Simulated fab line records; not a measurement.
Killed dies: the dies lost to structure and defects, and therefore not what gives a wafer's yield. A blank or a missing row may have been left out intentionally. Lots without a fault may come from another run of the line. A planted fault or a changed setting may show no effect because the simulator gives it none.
What tool caused it? ; flow berkeley-cmos170 ; 45 wafers sampled from 15 lots at 1 step of a route of 331

## WHAT THE GAUGES SHOWED, per wafer
Not one reading of a measure or inspect step in the record can be checked against a usual standard deviation.

## TOOL THAT RAN EACH LOT (tool first, then ch and the chambers of the sampled wafers, then the start)
lot;UCB170_GATE_EXPOSE_09
L612;krf-scanner-01 ch 0, day 7 11:59
L615;krf-scanner-01 ch 0, day 8 01:34
L613;krf-scanner-01 ch 0, day 8 01:40
L614;krf-scanner-01 ch 0, day 8 01:45
L616;krf-scanner-01 ch 0, day 8 17:01
L618;krf-scanner-02 ch 0, day 9 03:35
L622;krf-scanner-01 ch 0, day 9 20:49
L621;krf-scanner-01, day 9 20:54
L624;krf-scanner-01, day 10 10:32
L626;krf-scanner-02, day 10 10:55
L630;krf-scanner-01 ch 0, day 11 00:26
L629;krf-scanner-02 ch 0, day 11 00:41
L631;krf-scanner-02 ch 0, day 11 15:13
L632;krf-scanner-02 ch 0, day 11 15:19
L633;krf-scanner-02 ch 0, day 11 15:54
- UCB170_GATE_EXPOSE_09: exposes mask POLY, target cd 350 nm.

## WHAT THE TOOLS THEMSELVES READ (means of the sampled wafers that have a number; where no wafer has one, the mark that the record gives instead)
UCB170_GATE_EXPOSE_09. Usual: exposure-dose-mJ-cm2 20.999, standard deviation 0.022; focus-offset-nm 0.1 nm, standard deviation 0.56.
lot;tool;exposure-dose-mJ-cm2;focus-offset-nm (nm);flag
L612;krf-scanner-01;20.970;-0.7;
L615;krf-scanner-01;21.011;0.1;
L613;krf-scanner-01;21.001;0.6;
L614;krf-scanner-01;21.011;0.3;
L616;krf-scanner-01;20.998;0.1;
L618;krf-scanner-02;20.968;0.6;
L622;krf-scanner-01;21.020;0.6;
L621;krf-scanner-01;-;-;OFF
L624;krf-scanner-01;-;-;OFF
L626;krf-scanner-02;-;-;OFF
L630;krf-scanner-01;20.999;0.3;
L629;krf-scanner-02;20.967;0.5;
L631;krf-scanner-02;20.995;-0.3;
L632;krf-scanner-02;20.982;0.4;
L633;krf-scanner-02;20.982;0.1;

## THE ANSWER, worked out from the rows above alone
Rule: take the mean of a lot's wafers that have a number; if it is more than 3 standard deviations from the usual mean, the lot is off. A lot without any number at a reading at which 4 lots or more have one is off too. The other lots that the step has rows for count as sound. After the gauges, taken in route order, come the tools' own readings; for these a lot's mean is taken, as printed above. At the first step where some lot is off, the reading lying furthest off is the one used; lots without a number count as furthest.
Off: L621, L624, L626, at UCB170_GATE_EXPOSE_09 (exposure-dose-mJ-cm2). Without a number there: L621, L624, L626.
If a tool, at that step or one of the process steps before it, ran each lot that is off and ran no sound lot following the first of them, it fits. Not one of the candidates tried fits.

## WHAT THE SIMULATOR PUT IN
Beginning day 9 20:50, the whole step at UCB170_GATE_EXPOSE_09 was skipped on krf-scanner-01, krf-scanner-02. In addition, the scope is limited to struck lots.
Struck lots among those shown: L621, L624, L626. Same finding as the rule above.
